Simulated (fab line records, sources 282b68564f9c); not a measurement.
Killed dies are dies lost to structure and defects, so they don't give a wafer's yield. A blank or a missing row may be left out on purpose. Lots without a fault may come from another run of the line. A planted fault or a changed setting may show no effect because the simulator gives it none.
A struck lot beside a sound one | flow rit_cmos | 15 steps out of a route of 202
Sound: wafers L392.2, L392.5, L392.6. Struck: wafers L404.1, L404.3, L404.6. The cause comes at the end.
At each step with rows: each side's tool, then ch and its chambers, then its first start. Under that, the readings that differ: sound wafers | struck wafers | difference of the means | sigmas: that difference in standard deviations of wafers without a fault.
alike: readings whose means differ by less than 2 such deviations, and words and numbers that are the same on both sides. not compared: withheld readings, readings that some wafer has no value for, bounds like >300 that may hide the same value, and numbers for which the record gives no deviation and whose values overlap.
The two part at a step that has a row with sigmas, a row that says differs or no value, or rows on one side only. Numbers that don't overlap but have no deviation are shown without sigmas and don't part them. A reading that every wafer of one side lacks parts them only if that side has two wafers or more.

first, 2 steps without rows for these wafers: RIT_SDANNEAL_CLEAN_01 (cleans in dHF, time 30 s); RIT_SDANNEAL_CLEAN_02 (cleans in SC2, time 600 s).
RIT_SDANNEAL_RTA_03: time 5 s.
  sound on rtp_anneal-02 ch 0, day 3 04:08; struck on rtp_anneal-02 ch 0, day 5 12:52
  alike: ramp_up_c_per_s, wafer_temp_C_max
RIT_SDANNEAL_RS_MEAS_04: measures by four-point-probe.
  sound on film_metro-04, day 3 04:11; struck on film_metro-04, day 5 12:55
  alike: PSD_RS
RIT_SDANNEAL_RS_MEAS_05: measures by four-point-probe.
  sound on film_metro-04, day 3 04:19; struck on film_metro-04, day 5 13:02
  alike: NSD_RS
RIT_SDANNEAL_RS_MEAS_06: measures by four-point-probe.
  sound on film_metro-04, day 3 04:26; struck on film_metro-04, day 5 13:10
  alike: PLDD_RS
RIT_SDANNEAL_RS_MEAS_07: measures by four-point-probe.
  sound on film_metro-04, day 3 04:33; struck on film_metro-04, day 5 13:17
  reading          | sound             | struck            | difference | sigmas
  NLDD_RS (ohm/sq) | 152.2 152.1 152.1 | 150.2 150.7 151.4 | -1.4       | -2
then, 1 step without rows for these wafers: RIT_SILICIDE_WET_ETCH_00 (etches SiO2 in BOE, target depth 14 nm, time 15 s).
RIT_SILICIDE_SPUTTER_01: material Ti, target thk 30 nm, time 240 s.
  sound on pvd_sputter-01, day 3 04:40; struck on pvd_sputter-01, day 5 13:25
  alike: throttle_valve_pct
RIT_SILICIDE_RS_MEAS_02: measures by four-point-probe.
  sound on film_metro-02, day 3 04:50; struck on film_metro-01, day 5 13:34
  alike: SILICIDE_TI_RS
RIT_SILICIDE_THK_MEAS_03: measures by xrf.
  sound on film_metro-02, day 3 04:57; struck on film_metro-01, day 5 13:41
  alike: SILICIDE_TI_THK
RIT_SILICIDE_RTA_04: time 10 s, ramp up 5 s, ramp down 5 s.
  sound on rtp_anneal-01 ch 0, day 3 05:01; struck on rtp_anneal-01 ch 0, day 5 13:44
  alike: wafer_temp_C_max
RIT_SILICIDE_WET_ETCH_05: etches Ti in SPM, time 120 s.
  sound on wet_bench-03 ch 3, day 3 05:04; struck on wet_bench-03 ch 1, day 5 13:49
  reading          | sound       | struck      | difference | sigmas
  run_length_s (s) | 146 146 146 | 103 103 103 | -43        | -13
RIT_SILICIDE_RTA_06: time 10 s, ramp up 5 s, ramp down 10 s.
  sound on rtp_anneal-02 ch 0, day 3 05:07; struck on rtp_anneal-02 ch 0, day 5 13:51
  alike: wafer_temp_C_max
RIT_M1_PROBE_99:
  sound on prober-02, day 3 11:35; struck on prober-02, day 6 00:06
  reading                                            | sound                | struck               | difference | sigmas
  model.etest.nmos_narrow.off_log10_a_um             | -13.39 -13.25 -13.28 | -8.526 -8.381 -8.629 | +4.795     |
  model.etest.pmos_0p15.gate_log10_a_cm2             | -7.044 -6.683 -6.897 | -1.526 -1.381 -1.629 | +5.363     |
  model.etest.gate_end_array.leak_log10_a_um         | -13.05 -12.86 -12.8  | -8.27 -8.203 -8.425  | +4.60      |
  model.etest.nmos_0p3.off_log10_a_um                | -13.17 -13.13 -13.09 | -8.526 -8.381 -8.629 | +4.618     |
  model.etest.pmos_0p3.off_log10_a_um                | -13.03 -12.89 -13.09 | -8.526 -8.381 -8.629 | +4.491     |
  model.etest.pmos_narrow.off_log10_a_um             | -12.93 -12.86 -12.7  | -8.526 -8.381 -8.629 | +4.318     |
  model.etest.nmos_0p15.gate_log10_a_cm2             | -5.705 -5.845 -5.744 | -1.526 -1.381 -1.629 | +4.253     |
  model.etest.gate_to_diffusion_comb.leak_log10_a_um | -12.42 -12.42 -12.42 | -8.549 -8.273 -8.713 | +3.908     |
  alike: killed_at_front_end, killed_dies, killed_open, killed_short

WHERE THEY PART
First at RIT_SDANNEAL_RS_MEAS_07; last, within this record, at RIT_SILICIDE_WET_ETCH_05. Later steps at which nothing parts them and some readings are alike: RIT_SILICIDE_RTA_06, RIT_M1_PROBE_99.

WHY: what the simulator had put in
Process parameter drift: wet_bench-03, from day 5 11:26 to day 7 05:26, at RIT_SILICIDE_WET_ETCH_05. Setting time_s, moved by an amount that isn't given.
